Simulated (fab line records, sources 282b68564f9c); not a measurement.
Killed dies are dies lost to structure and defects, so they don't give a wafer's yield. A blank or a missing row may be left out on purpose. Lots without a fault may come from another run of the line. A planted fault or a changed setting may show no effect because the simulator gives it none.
fab line records | flow rit_cmos
record lots=13 wafers=39 last_day=7
route steps=202 shown CONTACT@168 M1@194
lots that met no fault: from a run of the same line without faults
start_h: hours from the record's first day to the start of the lot's first wafer shown | wait_h: hours since the lot's step before | " the same as in the row above | L1.1+2: a row that stands for several wafers | - no value, or no start given | * or withheld: withheld | < > ~ a bound
route shown NAME@n: a module of which the file shows steps, and the number in the route of the first | usual: mean/standard deviation of fault-free wafers | same: alike in all rows | chamber/n: place in a boat | sites: the reading at each site | _std_site: their standard deviation | _edge_site: outer sites' mean less inner sites' | radius_mm: how far each site lies from the wafer's centre | mask NAME#n: copy n | behind: the tool/chamber that last shaped the wafer | hold: why the lot was held/for how many hours/how that ended | device: the transistor (n, p or np) that didn't switch | end of line: the same wafers' tests at the end of the route | a step without rows: its recipe alone | killed: dies lost to structure and defects at the first sort, not the wafer's yield | map: a wafer's dies, x killed, . not, _ none there
set.NAME: the setting as run; set.NAME@STEP: as run at that earlier step | model.NAME: the simulator's own value behind a step, which no gauge read
steps of the route over a sample of lots; a table a step, a row a wafer
services: from which hour (start_h, from the record's first day; less than 0 if before it) a tool's chamber was out of use, for how many hours, and why
## steps
# step RIT_CONTACT_CVD_00
# recipe material=SiO2 target_thk_nm=400 precursor=TEOS temp_c=390 time_s=61 rf_w=390.2
# usual heater_power_w=310/53 susceptor_temp_C=389.99/0.24
# columns lot.wafer tool chamber start_h wait_h heater_power_w susceptor_temp_C
L151.3 pecvd-02 2 56.23 0.0 326 389.87
L151.5 " 2 " " 319 389.66
L151.6 " 1 " " 306 389.81
L153.2 pecvd-03 0 66.45 0.0 352 389.92
L153.3 " 1 " " 265 390.12
L153.6 " 1 " " 272 389.92
L154.1 pecvd-02 1 72.80 0.1 332 390.34
L154.3 " 0 " " 266 390.04
L154.6 " 2 " " 317 389.98
L155.2 pecvd-01 1 79.77 0.0 303 389.77
L155.3 " 0 " " 341 390.13
L155.4 " 1 " " 310 389.87
L156.2 pecvd-03 0 81.82 0.0 374 389.69
L156.4 " 0 " " 397 389.51
L156.5 " 1 " " 279 389.80
L159.1 pecvd-03 2 91.25 0.1 415 390.24
L159.2 " 1 " " 262 390.35
L159.5 " 2 " " 416 390.15
L160.2 pecvd-02 1 97.37 0.0 339 389.77
L160.4 " 1 " " 348 390.16
L160.6 " 1 " " 356 389.81
L161.3 pecvd-01 1 104.69 0.0 293 390.06
L161.4 " 0 " " 338 390.50
L161.5 " 2 " " 293 389.88
L162.2 pecvd-03 0 107.15 0.0 318 390.01
L162.3 " 2 " " 443 390.18
L162.5 " 2 " " 345 389.99
L163.2 pecvd-02 2 111.65 0.0 321 389.80
L163.5 " 2 " " 238 389.94
L163.6 " 1 " " 330 390.03
L170.1 pecvd-01 2 146.00 0.1 301 389.65
L170.3 " 1 " " 243 390.31
L170.6 " 0 " " 349 389.62
L172.3 pecvd-02 1 157.71 0.0 342 390.18
L172.4 " 0 " " 224 389.82
L172.6 " 1 " " 352 390.01
L173.1 pecvd-01 1 162.32 0.1 291 389.68
L173.4 " 1 " " 300 390.17
L173.6 " 2 " " 255 389.54
# step RIT_CONTACT_CD_MEAS_90
# recipe target_cd_nm=1000
# usual cd_nm=1000.0/2.5
# columns lot.wafer tool chamber start_h wait_h cd_nm
L151.3 cd_sem-02 - 58.02 0.1 999.2
L151.5 " - " " 1000.3
L151.6 " - " " 999.9
L153.2 cd_sem-02 - 68.35 0.1 1000.0
L153.3 " - " " 1000.7
L153.6 " - " " 999.5
L154.1 cd_sem-01 - 74.68 0.1 997.4
L154.3 " - " " 998.1
L154.6 " - " " 998.3
L155.2 cd_sem-02 - 81.75 0.1 1002.2
L155.3 " - " " 998.0
L155.4 " - " " 999.1
L156.2 cd_sem-01 - 83.92 0.1 1001.0
L156.4 " - " " 1002.6
L156.5 " - " " 1000.6
L159.1 cd_sem-01 - 93.13 0.1 999.8
L159.2 " - " " 1000.3
L159.5 " - " " 1000.9
L160.2 cd_sem-02 - 99.16 0.1 999.9
L160.4 " - " " 1000.2
L160.6 " - " " 1002.3
L161.3 cd_sem-02 - 106.61 0.1 998.4
L161.4 " - " " 998.2
L161.5 " - " " 998.3
L162.2 cd_sem-01 - 109.21 0.1 999.6
L162.3 " - " " 997.7
L162.5 " - " " 1000.7
L163.2 cd_sem-02 - 113.64 0.1 1000.7
L163.5 " - " " 1001.6
L163.6 " - " " 1003.1
L170.1 cd_sem-02 - 147.75 0.1 1001.6
L170.3 " - " " 1001.2
L170.6 " - " " 1000.4
L172.3 cd_sem-02 - 159.63 0.1 1002.1
L172.4 " - " " 1003.2
L172.6 " - " " 1002.8
L173.1 cd_sem-01 - 164.08 0.1 997.7
L173.4 " - " " 995.5
L173.6 " - " " 998.5
# step RIT_M1_OVL_MEAS_10
# usual M1_OVL=-0.4/1.4
# columns lot.wafer tool chamber start_h wait_h M1_OVL[nm]
L151.3 overlay-01 - 60.10 0.1 -1.5
L151.5 " - " " -1.6
L151.6 " - " " -0.3
L153.2 overlay-02 - 70.60 0.1 -0.3
L153.3 " - " " -0.3
L153.6 " - " " -0.7
L154.1 overlay-01 - 76.79 0.1 1.6
L154.3 " - " " -0.4
L154.6 " - " " 1.3
L155.2 overlay-02 - 83.95 0.1 -0.6
L155.3 " - " " -1.1
L155.4 " - " " 2.1
L156.2 overlay-02 - 86.01 0.1 -0.5
L156.4 " - " " -1.9
L156.5 " - " " -0.3
L159.1 overlay-02 - 95.21 0.1 -1.4
L159.2 " - " " -1.6
L159.5 " - " " 0.0
L160.2 overlay-01 - 101.14 0.1 0.8
L160.4 " - " " 2.0
L160.6 " - " " 1.7
L161.3 overlay-01 - 108.72 0.1 -1.5
L161.4 " - " " -1.8
L161.5 " - " " 2.0
L162.2 overlay-01 - 111.30 0.1 1.8
L162.3 " - " " 0.9
L162.5 " - " " 1.6
L163.2 overlay-01 - 115.59 0.1 -0.8
L163.5 " - " " -0.7
L163.6 " - " " 0.7
L170.1 overlay-01 - 150.04 0.1 -2.6
L170.3 " - " " -2.6
L170.6 " - " " 1.9
L172.3 overlay-01 - 161.71 0.1 -0.7
L172.4 " - " " -1.0
L172.6 " - " " -1.5
L173.1 overlay-01 - 166.21 0.1 -0.1
L173.4 " - " " -0.4
L173.6 " - " " -1.1
# step RIT_M1_METAL_ETCH_12
# recipe stop_on=SiO2 chemistry=Cl2/BCl3 target=Al time_s=165 over_etch_frac=0.5 pressure_mtorr=100 target_depth_a=6000 rf_w=250 Cl2_flow_sccm=60 bcl3_flow_sccm=50
# usual drypump_motor_current_A=5.6/0.38 oes_product_au=0.772/0.0096 over_etch_frac=0.5/0 throttle_valve_pct=8.30/0.14
# columns lot.wafer tool chamber start_h wait_h drypump_motor_current_A oes_product_au over_etch_frac rf_hours_counter_h throttle_valve_pct
L151.3 rie_metal-04 1 60.43 0.2 5.7 0.787 0.5 - 8.12
L151.5 " 0 " " 5.4 0.761 0.5 - 8.43
L151.6 " 1 " " 5.7 0.775 0.5 - 8.12
L153.2 rie_metal-01 0 70.88 0.2 6.4 0.772 0.5 32 8.33
L153.3 " 0 " " 6.4 0.766 0.5 - 8.34
L153.6 " 1 " " 5.2 0.771 0.5 - 8.48
L154.1 rie_metal-04 1 77.07 0.2 5.7 0.775 0.5 2 8.13
L154.3 " 0 " " 5.3 0.761 0.5 - 8.43
L154.6 " 1 " " 5.6 0.775 0.5 - 8.11
L155.2 rie_metal-03 0 84.23 0.2 5.9 0.777 0.5 4 8.09
L155.3 " 1 " " 5.2 0.790 0.5 - 8.35
L155.4 " 0 " " 5.9 0.772 0.5 - 8.10
L156.2 rie_metal-04 1 86.29 0.2 5.6 0.787 0.5 2 8.13
L156.4 " 0 " " 5.3 0.775 0.5 - 8.42
L156.5 " 1 " " 5.6 0.777 0.5 - 8.12
L159.1 rie_metal-03 1 95.50 0.2 5.2 0.781 0.5 4 8.37
L159.2 " 0 " " 5.9 0.766 0.5 5 8.12
L159.5 " 0 " " 5.9 0.781 0.5 - 8.10
L160.2 rie_metal-04 1 101.52 0.2 5.6 0.771 0.5 3 8.13
L160.4 " 0 " " 5.4 0.766 0.5 - 8.41
L160.6 " 0 " " 5.3 0.761 0.5 - 8.42
L161.3 rie_metal-01 0 109.05 0.2 6.4 0.764 0.5 - 8.35
L161.4 " 1 " " 5.3 0.760 0.5 - 8.47
L161.5 " 0 " " 6.3 0.764 0.5 - 8.35
L162.2 rie_metal-03 0 111.58 0.2 5.9 0.766 0.5 5 8.10
L162.3 " 0 " " 5.9 0.773 0.5 - 8.10
L162.5 " 1 " " 5.2 0.785 0.5 - 8.35
L163.2 rie_metal-04 0 115.87 0.2 5.4 0.759 0.5 3 8.41
L163.5 " 1 " " 5.6 0.663 1.0003 - 8.14
L163.6 " 0 " " 5.4 0.760 0.5 - 8.41
L170.1 rie_metal-03 0 150.32 0.2 6.0 0.787 0.5 6 8.11
L170.3 " 0 " " 6.0 0.776 0.5 - 8.10
L170.6 " 0 " " 5.9 0.786 0.5 - 8.09
L172.3 rie_metal-01 1 162.03 0.2 5.2 0.765 0.5 - 8.45
L172.4 " 0 " " 6.4 0.753 0.5 - 8.34
L172.6 " 1 " " 5.2 0.769 0.5 - 8.46
L173.1 rie_metal-03 1 166.50 0.2 5.2 0.786 0.5 5 8.35
L173.4 " 1 " " 5.2 0.781 0.5 - 8.37
L173.6 " 0 " " 5.9 0.769 0.5 - 8.11
# step RIT_M1_PROBE_99
# usual defect_limited_yield=97.4/1.1 killed_at_contacts=0.2/0.38 killed_at_front_end=6.7/3 killed_dies=6.9/3 killed_open=3.5/1.9 killed_short=3.3/2 sort_bin_3_pad_short=0.1/0.18 sort_bin_5_function=1.5/0.83 sort_bin_6_memory=1.0/0.67 sort_n_pass=257.1/3 sort_yield_pct=97.4/1.1
# same gross_dies=264 killed_at_M0_to_M3=0 killed_at_M4_up=0 killed_at_back_side=0 killed_at_other=0
# columns lot.wafer tool chamber start_h wait_h defect_limited_yield[%] killed_at_contacts killed_at_front_end killed_dies killed_open killed_short sort_bin_3_pad_short[%] sort_bin_5_function[%] sort_bin_6_memory[%] sort_n_pass sort_yield_pct[%]
L151.3 prober-02 - 64.18 0.2 97.3 0 7 7 3 4 0 2.3 0.4 257.0 97.3
L151.5 prober-02 - 64.28 0.2 94.3 0 15 15 6 9 0.4 4.2 1.1 249.0 94.3
L151.6 prober-02 - 64.33 0.2 97.0 0 8 8 4 4 0 1.5 1.5 256.0 97.0
L153.2 prober-01 - 73.72 0.1 94.7 0 14 14 3 11 0 2.7 2.7 250.0 94.7
L153.3 prober-01 - 73.77 0.2 94.3 0 15 15 9 6 0.4 2.3 3.0 249.0 94.3
L153.6 prober-01 - 73.92 0.2 97.7 0 6 6 3 3 0 1.1 1.1 258.0 97.7
L154.1 prober-02 - 79.33 0.1 97.7 0 6 6 3 3 0 1.1 1.1 258.0 97.7
L154.3 prober-02 - 79.43 0.2 96.6 0 9 9 8 1 0 1.9 1.5 255.0 96.6
L154.6 prober-02 - 79.58 0.2 97.0 0 8 8 4 4 0 1.5 1.5 256.0 97.0
L155.2 prober-01 - 86.66 0.1 97.0 0 8 8 5 3 0.4 0.8 1.9 256.0 97.0
L155.3 prober-01 - 86.71 0.2 97.3 0 7 7 2 5 0 1.1 1.5 257.0 97.3
L155.4 prober-01 - 86.76 0.2 96.2 1 9 10 8 2 0 2.3 1.5 254.0 96.2
L156.2 prober-02 - 89.03 0.1 96.6 0 9 9 4 5 0 1.9 1.5 255.0 96.6
L156.4 prober-02 - 89.13 0.2 97.3 0 7 7 3 4 0 1.9 0.8 257.0 97.3
L156.5 prober-02 - 89.18 0.2 98.5 0 4 4 2 2 0 1.1 0.4 260.0 98.5
L159.1 prober-01 - 97.75 0.1 98.9 0 3 3 1 2 0 0.4 0.8 261.0 98.9
L159.2 prober-01 - 97.80 0.1 98.5 1 3 4 3 0 0 1.5 0 260.0 98.5
L159.5 prober-01 - 97.95 0.2 96.6 1 8 9 2 6 0.4 1.1 1.9 255.0 96.6
L160.2 prober-02 - 103.82 0.1 96.6 0 9 9 7 2 0.4 1.9 1.1 255.0 96.6
L160.4 prober-02 - 103.92 0.2 98.1 0 5 5 2 3 0 0.4 1.5 259.0 98.1
L160.6 prober-02 - 104.02 0.2 95.1 0 13 13 6 7 0.4 3.8 0.8 251.0 95.1
L161.3 prober-01 - 111.34 0.2 97.7 0 6 6 4 2 0 1.1 1.1 258.0 97.7
L161.4 prober-01 - 111.39 0.2 98.9 0 3 3 3 0 0 0.8 0.4 261.0 98.9
L161.5 prober-01 - 111.44 0.2 97.7 0 6 6 2 4 0 1.9 0.4 258.0 97.7
L162.2 prober-02 - 113.90 0.1 97.7 0 6 6 1 5 0.4 0.8 1.1 258.0 97.7
L162.3 prober-02 - 113.95 0.2 97.3 1 6 7 5 2 0 1.9 0.8 257.0 97.3
L162.5 prober-02 - 114.05 0.2 98.1 0 5 5 5 0 0 1.1 0.8 259.0 98.1
L163.2 prober-01 - 118.22 0.1 96.2 0 10 10 5 5 0 1.9 1.9 254.0 96.2
L163.5 prober-01 - 118.37 0.2 98.5 0 4 4 3 1 0.4 0.8 0.4 260.0 98.5
L163.6 prober-01 - 118.42 0.2 95.8 0 11 11 5 6 0.4 2.3 1.5 253.0 95.8
L170.1 prober-02 - 152.57 0.1 98.9 0 3 3 2 1 0 0.8 0.4 261.0 98.9
L170.3 prober-02 - 152.67 0.2 96.2 1 9 10 6 4 0 2.3 1.5 254.0 96.2
L170.6 prober-02 - 152.82 0.2 97.3 0 7 7 4 3 0.4 1.5 0.8 257.0 97.3
L172.3 prober-02 - 164.98 0.2 98.9 0 3 3 2 1 0 0.8 0.4 261.0 98.9
L172.4 prober-02 - 165.03 0.2 97.3 0 7 7 3 4 0.4 1.1 1.1 257.0 97.3
L172.6 prober-02 - 165.13 0.2 97.3 1 6 7 5 2 0 1.5 1.1 257.0 97.3
L173.1 prober-01 - 168.75 0.1 96.6 1 8 9 4 4 0.4 2.3 0.8 255.0 96.6
L173.4 prober-01 - 168.90 0.2 98.5 0 4 4 2 2 0.4 1.1 0 260.0 98.5
L173.6 prober-01 - 169.00 0.2 98.5 1 3 4 1 3 0.4 0.4 0.8 260.0 98.5
# killed by level:class
L151.3 SPACER:geometric_particle:short=3 REOX:geometric_particle:open=2 FOX1:geometric_particle:open=1 SILICIDE:geometric_particle:short=1
L151.5 SPACER:geometric_particle:short=4 GATE:geometric_particle:short=3 GATE:geometric_particle:open=3 SPACER:geometric_particle:open=3 SILICIDE:geometric_particle:short=2
L151.6 SPACER:geometric_particle:short=2 FOX1:geometric_particle:open=1 FOX2:geometric_particle:open=1 GATE:geometric_particle:short=1 GATE:geometric_particle:open=1 REOX:geometric_particle:short=1 SILICIDE:geometric_particle:open=1
L153.2 REOX:geometric_particle:short=3 SPACER:geometric_particle:short=3 SILICIDE:geometric_particle:short=3 REOX:geometric_particle:open=2 FOX2:geometric_particle:open=1 FOX2:geometric_particle:short=1 GATE:geometric_particle:short=1
L153.3 SPACER:geometric_particle:open=5 GATE:geometric_particle:open=3 SPACER:geometric_particle:short=3 FOX2:geometric_particle:open=1 GATE:geometric_particle:short=1 REOX:geometric_particle:short=1 SILICIDE:geometric_particle:short=1
L153.6 GATE:geometric_particle:short=2 FOX2:geometric_particle:open=1 REOX:geometric_particle:open=1 REOX:geometric_particle:short=1 SILICIDE:geometric_particle:open=1
L154.1 REOX:geometric_particle:open=2 FOX2:geometric_particle:short=1 GATE:geometric_particle:open=1 GATE:geometric_particle:short=1 REOX:geometric_particle:short=1
L154.3 REOX:geometric_particle:open=5 GATE:geometric_particle:open=2 FOX2:geometric_particle:open=1 GATE:geometric_particle:short=1
L154.6 REOX:geometric_particle:open=4 REOX:geometric_particle:short=2 FOX1:geometric_particle:short=1 GATE:geometric_particle:short=1
L155.2 GATE:geometric_particle:open=2 SILICIDE:geometric_particle:open=2 GATE:geometric_particle:short=1 SPACER:geometric_particle:short=1 SPACER:geometric_particle:open=1 SILICIDE:geometric_particle:short=1
L155.3 FOX2:geometric_particle:short=2 FOX1:geometric_particle:short=1 GATE:geometric_particle:open=1 GATE:geometric_particle:short=1 SILICIDE:geometric_particle:short=1 SILICIDE:geometric_particle:open=1
L155.4 FOX1:geometric_particle:open=3 SPACER:geometric_particle:open=2 FOX2:geometric_particle:open=1 REOX:geometric_particle:short=1 REOX:geometric_particle:open=1 SPACER:geometric_particle:short=1 CONTACT:geometric_particle:open=1
L156.2 GATE:geometric_particle:short=3 GATE:geometric_particle:open=2 FOX1:geometric_particle:open=1 FOX2:geometric_particle:short=1 REOX:geometric_particle:short=1 SPACER:geometric_particle:open=1
L156.4 FOX2:geometric_particle:short=2 SILICIDE:geometric_particle:open=2 GATE:geometric_particle:open=1 GATE:geometric_particle:short=1 REOX:geometric_particle:short=1
L156.5 FOX2:geometric_particle:short=2 REOX:geometric_particle:open=1 SPACER:geometric_particle:open=1
L159.1 GATE:geometric_particle:short=2 GATE:geometric_particle:open=1
L159.2 REOX:geometric_particle:open=2 GATE:geometric_particle:open=1 CONTACT:coat_microbubble_printed=1
L159.5 GATE:geometric_particle:short=4 REOX:geometric_particle:open=1 REOX:geometric_particle:short=1 SPACER:geometric_particle:short=1 SILICIDE:geometric_particle:open=1 CONTACT:coat_microbubble_printed=1
L160.2 GATE:geometric_particle:open=5 FOX2:geometric_particle:open=1 FOX2:geometric_particle:short=1 REOX:geometric_particle:open=1 SILICIDE:geometric_particle:short=1
L160.4 GATE:geometric_particle:short=2 FOX1:geometric_particle:short=1 FOX2:geometric_particle:open=1 SILICIDE:geometric_particle:open=1
L160.6 GATE:geometric_particle:open=5 GATE:geometric_particle:short=3 REOX:geometric_particle:short=2 ACTIVE:geometric_particle:open=1 FOX1:geometric_particle:short=1 FOX2:geometric_particle:short=1
L161.3 GATE:geometric_particle:open=3 ACTIVE:geometric_particle:short=1 FOX2:geometric_particle:open=1 GATE:geometric_particle:short=1
L161.4 SPACER:geometric_particle:open=2 SILICIDE:geometric_particle:open=1
L161.5 GATE:geometric_particle:open=2 ACTIVE:geometric_particle:short=1 FOX2:geometric_particle:short=1 GATE:geometric_particle:short=1 SPACER:geometric_particle:short=1
L162.2 GATE:geometric_particle:short=2 REOX:geometric_particle:short=2 FOX1:geometric_particle:short=1 GATE:geometric_particle:open=1
L162.3 SPACER:geometric_particle:open=2 FOX1:geometric_particle:open=1 FOX2:geometric_particle:open=1 GATE:geometric_particle:short=1 GATE:geometric_particle:open=1 CONTACT:geometric_particle:short=1
L162.5 SPACER:geometric_particle:open=2 FOX1:geometric_particle:open=1 GATE:geometric_particle:open=1 REOX:geometric_particle:open=1
L163.2 GATE:geometric_particle:short=5 FOX2:geometric_particle:open=2 GATE:geometric_particle:open=2 REOX:geometric_particle:open=1
L163.5 GATE:geometric_particle:open=2 REOX:geometric_particle:short=1 REOX:geometric_particle:open=1
L163.6 GATE:geometric_particle:short=4 SPACER:geometric_particle:open=4 GATE:geometric_particle:open=1 REOX:geometric_particle:short=1 SILICIDE:geometric_particle:short=1
L170.1 FOX1:geometric_particle:open=2 SILICIDE:geometric_particle:short=1
L170.3 SILICIDE:geometric_particle:open=3 GATE:geometric_particle:short=1 GATE:geometric_particle:open=1 REOX:geometric_particle:short=1 REOX:geometric_particle:open=1 SPACER:geometric_particle:open=1 SILICIDE:geometric_particle:short=1 CONTACT:geometric_particle:short=1
L170.6 GATE:geometric_particle:open=2 SILICIDE:geometric_particle:open=2 GATE:geometric_particle:short=1 SPACER:geometric_particle:short=1 SILICIDE:geometric_particle:short=1
L172.3 FOX1:geometric_particle:open=1 REOX:geometric_particle:open=1 SPACER:geometric_particle:short=1
L172.4 GATE:geometric_particle:open=2 GATE:geometric_particle:short=2 FOX1:geometric_particle:short=1 REOX:geometric_particle:open=1 SILICIDE:geometric_particle:short=1
L172.6 GATE:geometric_particle:open=2 SILICIDE:geometric_particle:short=2 FOX1:geometric_particle:open=1 SPACER:geometric_particle:open=1 CONTACT:geometric_particle:open=1
L173.1 FOX1:geometric_particle:short=2 SPACER:geometric_particle:open=2 GATE:geometric_particle:open=1 GATE:geometric_particle:short=1 SILICIDE:geometric_particle:short=1 SILICIDE:geometric_particle:open=1 CONTACT:coat_microbubble_printed=1
L173.4 GATE:geometric_particle:open=1 SPACER:geometric_particle:open=1 SPACER:geometric_particle:short=1 SILICIDE:geometric_particle:short=1
L173.6 FOX1:geometric_particle:short=2 REOX:geometric_particle:open=1 CONTACT:geometric_particle:short=1
## services
# columns tool chamber start_h hours kind
pecvd-03 - 44.92 5.5 pm
rie_metal-01 - 61.05 4.3 pm
rie_metal-01 - 73.66 28.1 pm
pecvd-02 2 93.08 4.9 repair
rie_metal-03 0 99.06 5.6 repair
rie_metal-03 - 101.51 2.8 pm
pecvd-03 - 110.12 0.8 pm
rie_metal-03 0 114.67 4.4 repair
rie_metal-04 1 130.14 17.1 repair
pecvd-03 1 134.57 12.4 repair
rie_metal-01 - 136.12 20.0 pm
rie_metal-01 0 136.12 20.0 vent_cycle
rie_metal-01 1 136.12 20.0 vent_cycle
rie_metal-01 0 156.12 - clean
rie_metal-01 1 156.12 - clean
## key
first_sign step=RIT_M1_METAL_ETCH_12 reading=over_etch_frac direction=up sigmas=99+ usual=0.5 struck=1.0003
effect step=RIT_M1_METAL_ETCH_12 reading=oes_product_au direction=down sigmas=11 usual=0.772 struck=0.663
met_at RIT_M1_METAL_ETCH_12
struck_lots L163
struck_wafers L163.5
not_acting_at RIT_CONTACT_CVD_00,RIT_CONTACT_CD_MEAS_90,RIT_M1_OVL_MEAS_10
onset_between 101.52 115.87
fault kind=process_parameter_drift tool=rie_metal-04 chamber=1 onset_h=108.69 steps=RIT_M1_METAL_ETCH_12 channel=over_etch_frac offset=0.50028 shape=step end_h=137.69 stated=0.5
